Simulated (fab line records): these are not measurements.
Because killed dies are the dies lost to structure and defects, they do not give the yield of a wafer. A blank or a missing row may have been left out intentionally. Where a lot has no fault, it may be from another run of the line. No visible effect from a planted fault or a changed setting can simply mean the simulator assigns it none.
fab line records + flow berkeleyCmos170
record
- lots=6
- wafers=18
- lastDay=11
route steps=331 shown PWELL@44 WELLDRIVE@55
lots untouched by any fault: they come from a run of this same line in which no faults occurred
startH: the number of hours between the record's first day and the start of the first shown wafer of the lot + waitH: hours since the lot's step before + " repeats the value in the row above + L1.1+2: one row covering several wafers at once + - either no value or no given start + * or withheld: withheld + < > ~ a bound
route shown NAME@n: NAME is a module with steps in the file, n the number in the route of the first one + usual: average and standard deviation across the fault-free wafers + same: alike in all rows + chamber/n: place in a boat + sites: per-site readings + _std_site: standard deviation of those values + _edge_site: outer sites' mean less inner sites' + radiusMm: how far each site lies from the wafer's centre + mask NAME#n: copy n + behind: tool/chamber where the wafer was last shaped + hold: what put the lot on hold/how long, in hours/how the hold closed + device: whichever transistor did not switch (one of n, p or np) + end of line: tests of these same wafers at the route's end + step lacking rows: just its recipe + killed: dies lost to structure and defects at the first sort, not the wafer's yield + map: a wafer's dies, x killed, . not, _ none there
set.NAME: the run value of the setting; set.NAME@STEP: its run value at that earlier step + model.NAME: the simulator's own value behind a step, which no gauge read
lots seen at some steps along the route; tables by step, rows by wafer
services: when a tool's chamber went out of use (startH, in hours from the record's first day, below 0 if earlier), for how many hours, and the reason
## steps
# step UCB170_PWELL_EXPOSE_10
# recipe
- maskId=PWELL
- targetCdNm=3000
- na=0.5
- sigmaOuter=0.6
- sourceShape=conventional
- doseMj=19
# step UCB170_PWELL_PEB_11
# recipe
- pebTempC=130
- pebTimeS=withheld
- resist=KrF
# step UCB170_PWELL_DEVELOP_12
# recipe
- developer=TMAH
- developTimeS=45
- resist=KrF
- devTempC=21
# step UCB170_PWELL_OVL_MEAS_13
# usual
- PWELL_OVL=-2/5.2
| lot.wafer | tool       | chamber | startH | waitH | PWELL_OVL[nm] |
|-----------|------------|---------|--------|-------|---------------|
| L253.2    | overlay-01 | -       | 72.80  | -     | 3             |
| L253.5    | "          | -       | "      | "     | -3            |
| L253.6    | "          | -       | "      | "     | 7             |
| L258.1    | overlay-02 | -       | 91.94  | -     | -9            |
| L258.2    | "          | -       | "      | "     | -11           |
| L258.3    | "          | -       | "      | "     | -7            |
| L263.3    | overlay-01 | -       | 120.17 | -     | -1            |
| L263.4    | "          | -       | "      | "     | -1            |
| L263.5    | "          | -       | "      | "     | -1            |
| L264.3    | overlay-02 | -       | 122.19 | -     | -1            |
| L264.4    | "          | -       | "      | "     | 2             |
| L264.6    | "          | -       | "      | "     | -6            |
| L266.2    | overlay-01 | -       | 129.88 | -     | 3             |
| L266.5    | "          | -       | "      | "     | -1            |
| L266.6    | "          | -       | "      | "     | 4             |
| L270.2    | overlay-01 | -       | 154.21 | -     | -2            |
| L270.3    | "          | -       | "      | "     | -1            |
| L270.5    | "          | -       | "      | "     | -3            |
# step UCB170_PWELL_ETCH_14
# recipe
- chemistry=CH3F/Ar/O2
- target=Si3N4
- stopOn=SiO2
- CH3F_flow_sccm=20
- Ar_flow_sccm=50
- O2_flow_sccm=7
- pressureMtorr=50
- rfW=450
- targetDepthA=2420
- overEtchFrac=0.1
- timeS=151
# usual
- drypumpMotorCurrentA=5.7/0.34
- oesProductAu=0.945/0.012
- throttleValvePct=8.05/0.14
# same
- overEtchFrac=0.1
| lot.wafer | tool       | chamber | startH | waitH | drypumpMotorCurrentA | oesProductAu | rfHoursCounterH | throttleValvePct |
|-----------|------------|---------|--------|-------|----------------------|--------------|-----------------|------------------|
| L253.2    | rieDiel-02 | 0       | 72.83  | 0.0   | 5.9                  | 0.945        | 163             | 8.09             |
| L253.5    | "          | 2       | "      | "     | 5.3                  | 0.966        | -               | 8.15             |
| L253.6    | "          | 1       | "      | "     | 5.0                  | 0.935        | -               | 8.05             |
| L258.1    | rieDiel-03 | 3       | 91.97  | 0.0   | 5.8                  | 0.940        | 124             | 8.31             |
| L258.2    | "          | 1       | "      | "     | 6.2                  | 0.947        | 144             | 8.06             |
| L258.3    | "          | 0       | "      | "     | 5.7                  | 0.931        | 15              | 7.90             |
| L263.3    | rieDiel-02 | 1       | 120.20 | 0.0   | 5.1                  | 0.933        | 52              | 8.06             |
| L263.4    | "          | 2       | "      | "     | 5.3                  | 0.953        | 29              | 8.15             |
| L263.5    | "          | 1       | "      | "     | 5.1                  | 0.930        | -               | 8.07             |
| L264.3    | rieDiel-03 | 3       | 122.21 | 0.0   | 5.7                  | 0.943        | 126             | 8.28             |
| L264.4    | "          | 0       | "      | "     | 5.7                  | 0.932        | 17              | 7.90             |
| L264.6    | "          | 3       | "      | "     | 5.7                  | 0.937        | -               | 8.30             |
| L266.2    | rieDiel-03 | 0       | 129.91 | 0.0   | 5.8                  | 0.948        | 17              | 7.90             |
| L266.5    | "          | 1       | "      | "     | 6.2                  | 0.957        | -               | 8.08             |
| L266.6    | "          | 2       | "      | "     | 5.9                  | 0.952        | -               | 7.92             |
| L270.2    | rieDiel-02 | 2       | 154.24 | 0.0   | 5.3                  | 0.965        | 31              | 8.16             |
| L270.3    | "          | 3       | "      | "     | 5.7                  | 0.943        | 5               | 8.12             |
| L270.5    | "          | 3       | "      | "     | 5.7                  | 0.936        | -               | 8.12             |
# step UCB170_PWELL_IMPLANT_15
# recipe
- species=B
- doseCm2=5e+12
- energyKev=60
- tiltDeg=7
# step UCB170_PWELL_STRIP_16
# recipe
- chemistry=O2
- powerW=400
- pressureMtorr=3500
- platenTempC=withheld
- o2FlowSccm=400
- overashFraction=0.5
# usual
- drypumpMotorCurrentA=5.44/0.3
- oesProductAu=0.721/0.0044
- stripTimeToEndpointS=18.08/0.077
| lot.wafer | tool           | chamber | startH | waitH | drypumpMotorCurrentA | oesProductAu | rfHoursCounterH | stripTimeToEndpointS |
|-----------|----------------|---------|--------|-------|----------------------|--------------|-----------------|----------------------|
| L253.2    | plasmaAsher-01 | 1       | 73.08  | 0.1   | 5.87                 | 0.720        | 33              | 18.15                |
| L253.5    | "              | 1       | "      | "     | 5.88                 | 0.720        | -               | 18.12                |
| L253.6    | "              | 0       | "      | "     | 5.23                 | 0.721        | -               | 18.19                |
| L258.1    | plasmaAsher-02 | 1       | 92.23  | 0.1   | 5.59                 | 0.718        | 40              | 18.12                |
| L258.2    | "              | 0       | "      | "     | 5.03                 | 0.722        | 40              | 18.05                |
| L258.3    | "              | 0       | "      | "     | 5.04                 | 0.717        | -               | 18.02                |
| L263.3    | plasmaAsher-01 | 1       | 120.48 | 0.1   | 5.85                 | 0.717        | -               | 18.15                |
| L263.4    | "              | 0       | "      | "     | 5.27                 | 0.715        | -               | 18.10                |
| L263.5    | "              | 1       | "      | "     | 5.87                 | 0.719        | -               | 18.15                |
| L264.3    | plasmaAsher-01 | 1       | 122.50 | 0.1   | 5.89                 | 0.734        | -               | 18.16                |
| L264.4    | "              | 0       | "      | "     | 5.27                 | 0.717        | -               | 18.10                |
| L264.6    | "              | 1       | "      | "     | 5.89                 | 0.720        | -               | 18.14                |
| L266.2    | plasmaAsher-01 | 1       | 130.16 | 0.1   | 5.92                 | 0.724        | 2               | 18.08                |
| L266.5    | "              | 0       | "      | "     | 5.28                 | 0.717        | -               | 18.02                |
| L266.6    | "              | 1       | "      | "     | 5.88                 | 0.719        | -               | 18.09                |
| L270.2    | plasmaAsher-02 | 0       | 154.49 | 0.1   | 5.04                 | 0.715        | 47              | 18.22                |
| L270.3    | "              | 0       | "      | "     | 5.03                 | 0.717        | -               | 18.20                |
| L270.5    | "              | 0       | "      | "     | 5.06                 | 0.719        | -               | 18.18                |
# step UCB170_PWELL_TW_MEAS_17
# usual
- PWELL_TW=379.4/2.9
| lot.wafer | tool         | chamber | startH | waitH | PWELL_TW |
|-----------|--------------|---------|--------|-------|----------|
| L253.2    | filmMetro-03 | -       | 73.19  | 0.1   | 380.5    |
| L253.5    | "            | -       | "      | "     | 380.2    |
| L253.6    | "            | -       | "      | "     | 380.7    |
| L258.1    | filmMetro-04 | -       | 92.33  | 0.1   | 374.8    |
| L258.2    | "            | -       | "      | "     | 376.3    |
| L258.3    | "            | -       | "      | "     | 375.6    |
| L263.3    | filmMetro-01 | -       | 120.57 | 0.1   | 380.5    |
| L263.4    | "            | -       | "      | "     | 378.1    |
| L263.5    | "            | -       | "      | "     | 378.4    |
| L264.3    | filmMetro-04 | -       | 122.59 | 0.1   | 378.1    |
| L264.4    | "            | -       | "      | "     | 379.4    |
| L264.6    | "            | -       | "      | "     | 376.9    |
| L266.2    | filmMetro-03 | -       | 130.27 | 0.1   | 379.8    |
| L266.5    | "            | -       | "      | "     | 382.0    |
| L266.6    | "            | -       | "      | "     | 381.3    |
| L270.2    | filmMetro-01 | -       | 154.60 | 0.1   | 378.5    |
| L270.3    | "            | -       | "      | "     | 378.4    |
| L270.5    | "            | -       | "      | "     | 378.0    |
# step UCB170_PWELL_CLEAN_18
# recipe
- chemistry=SPM
- tempC=120
- timeS=600
# step UCB170_PWELL_WET_ETCH_19
# recipe
- chemistry=H3PO4
- target=Si3N4
- tempC=160
- timeS=14400
# step UCB170_PWELL_WET_ETCH_20
# recipe
- chemistry=BOE
- dilution=5:1
- target=SiO2
- tempC=25
- timeS=22
# step UCB170_WELLDRIVE_CLEAN_00
# recipe
- chemistry=SPM
- tempC=120
- timeS=600
# step UCB170_WELLDRIVE_OXIDATION_01
# recipe
- tempC=1100
- ambient=O2
- targetThkA=1990
- oxTimeS=9000
# usual
- spikeTcCentreC=1102.1/1.3
- spikeTcLoadC=1130.2/3
- spikeTcSourceC=1125.4/1.1
| lot.wafer | tool       | chamber | startH | waitH | spikeTcCentreC | spikeTcLoadC | spikeTcSourceC | model.SiO2_of_WELLDRIVE_OXIDATION_01.thkNm |
|-----------|------------|---------|--------|-------|----------------|--------------|----------------|--------------------------------------------|
| L253.2    | furnace-02 | 0       | 80.04  | 0.6   | 1103.3         | 1128.2       | 1125.3         | 200.6                                      |
| L253.5    | "          | 0       | "      | "     | 1100.7         | 1127.3       | 1125.9         | 204.9                                      |
| L253.6    | "          | 0       | "      | "     | 1100.6         | 1128.4       | 1123.3         | 197.3                                      |
| L258.1    | furnace-04 | 0       | 98.30  | 1.3   | 1103.2         | 1133.4       | 1124.5         | 197.4                                      |
| L258.2    | "          | 0       | "      | "     | 1103.7         | 1133.7       | 1124.0         | 194.1                                      |
| L258.3    | "          | 0       | "      | "     | 1101.1         | 1134.0       | 1125.0         | 198.8                                      |
| L263.3    | furnace-02 | 0       | 128.77 | 1.8   | 1085.6         | 1112.4       | 1108.0         | 180.1                                      |
| L263.4    | "          | 0       | "      | "     | 1086.9         | 1111.6       | 1108.5         | 174.1                                      |
| L263.5    | "          | 0       | "      | "     | 1085.0         | 1112.7       | 1108.5         | 180.5                                      |
| L264.3    | furnace-02 | 0       | 128.77 | 1.5   | 1084.9         | 1111.3       | 1108.9         | 182                                        |
| L264.4    | "          | 0       | "      | "     | 1085.4         | 1112.9       | 1109.4         | 183.3                                      |
| L264.6    | "          | 0       | "      | "     | 1085.1         | 1111.2       | 1110.1         | 180.5                                      |
| L266.2    | furnace-04 | 0       | 140.46 | 5.4   | 1102.4         | 1133.6       | 1125.0         | 193.1                                      |
| L266.5    | "          | 0       | "      | "     | 1103.6         | 1133.5       | 1126.2         | 193.7                                      |
| L266.6    | "          | 0       | "      | "     | 1103.7         | 1133.3       | 1124.1         | 193.7                                      |
| L270.2    | furnace-04 | 0       | 162.85 | 3.8   | 1103.4         | 1131.2       | 1124.5         | 199.1                                      |
| L270.3    | "          | 0       | "      | "     | 1104.7         | 1134.0       | 1126.2         | 194.8                                      |
| L270.5    | "          | 0       | "      | "     | 1104.6         | 1134.0       | 1126.6         | 195                                        |
# step UCB170_WELLDRIVE_THK_MEAS_02
# recipe
- reads=SiO2_of_WELLDRIVE_OXIDATION_01
# usual
- WELLDRIVE_OXIDE_THK=199/3.4
| lot.wafer | tool         | chamber | startH | waitH | WELLDRIVE_OXIDE_THK[nm] |
|-----------|--------------|---------|--------|-------|-------------------------|
| L253.2    | filmMetro-03 | -       | 83.55  | 0.0   | 200                     |
| L253.5    | "            | -       | "      | "     | 205                     |
| L253.6    | "            | -       | "      | "     | 197                     |
| L258.1    | filmMetro-04 | -       | 101.80 | 0.0   | 197                     |
| L258.2    | "            | -       | "      | "     | 194                     |
| L258.3    | "            | -       | "      | "     | 199                     |
| L263.3    | filmMetro-03 | -       | 132.29 | 0.0   | 180                     |
| L263.4    | "            | -       | "      | "     | 174                     |
| L263.5    | "            | -       | "      | "     | 181                     |
| L264.3    | filmMetro-04 | -       | 132.29 | 0.0   | 182                     |
| L264.4    | "            | -       | "      | "     | 183                     |
| L264.6    | "            | -       | "      | "     | 181                     |
| L266.2    | filmMetro-03 | -       | 143.97 | 0.0   | 193                     |
| L266.5    | "            | -       | "      | "     | 194                     |
| L266.6    | "            | -       | "      | "     | 194                     |
| L270.2    | filmMetro-04 | -       | 166.36 | 0.0   | 199                     |
| L270.3    | "            | -       | "      | "     | 195                     |
| L270.5    | "            | -       | "      | "     | 195                     |
# step UCB170_WELLDRIVE_ANNEAL_03
# recipe
- tempC=1100
- timeS=900
- ambient=N2
## services
| tool           | chamber | startH | hours | kind          |
|----------------|---------|--------|-------|---------------|
| rieDiel-03     | 3       | 52.33  | 2.5   | repair        |
| furnace-02     | -       | 61.70  | 3.3   | pm            |
| furnace-04     | -       | 75.84  | 3.6   | pm            |
| rieDiel-02     | 0       | 87.07  | -     | clean         |
| rieDiel-02     | 0       | 87.07  | 22.3  | scheduledDown |
| rieDiel-02     | 0       | 87.07  | 22.3  | ventCycle     |
| plasmaAsher-01 | -       | 108.81 | 9.0   | pm            |
| plasmaAsher-01 | 0       | 108.81 | 9.0   | ventCycle     |
| plasmaAsher-01 | 1       | 108.81 | 9.0   | ventCycle     |
| plasmaAsher-01 | 0       | 117.81 | -     | clean         |
| plasmaAsher-01 | 1       | 117.81 | -     | clean         |
| plasmaAsher-02 | -       | 118.50 | 8.3   | repair        |
## key
firstSign
- step=UCB170_WELLDRIVE_OXIDATION_01
- reading=spikeTcSourceC
- direction=down
- sigmas=15
- usual=1125.4
- struck=1108.9
effect
- step=UCB170_WELLDRIVE_OXIDATION_01
- reading=spikeTcCentreC
- direction=down
- sigmas=13
- usual=1102.1
- struck=1085.5
effect
- step=UCB170_WELLDRIVE_THK_MEAS_02
- reading=WELLDRIVE_OXIDE_THK
- direction=down
- sigmas=5.6
- usual=199
- struck=180
modelEffect
- step=UCB170_WELLDRIVE_OXIDATION_01
- value=SiO2_of_WELLDRIVE_OXIDATION_01.thkNm
- without=199.9
- struck=180.1
metAt UCB170_WELLDRIVE_OXIDATION_01
struckWafers L263.3,L263.4,L263.5,L264.3,L264.4,L264.6
rowsEnd L263.3,L263.4,L263.5,L264.3,L264.4,L264.6
onsetBetween 80.04 128.77
fault
- kind=processParameterDrift
- tool=furnace-02
- chamber=-
- onsetH=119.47
- steps=UCB170_WELLDRIVE_OXIDATION_01
- channel=tempC
- offset=*
- shape=step
- endH=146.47
- actsIn=*
- stated=*
# rowsEnd: these wafers met a further fault down the route, and their rows from its step on are left out
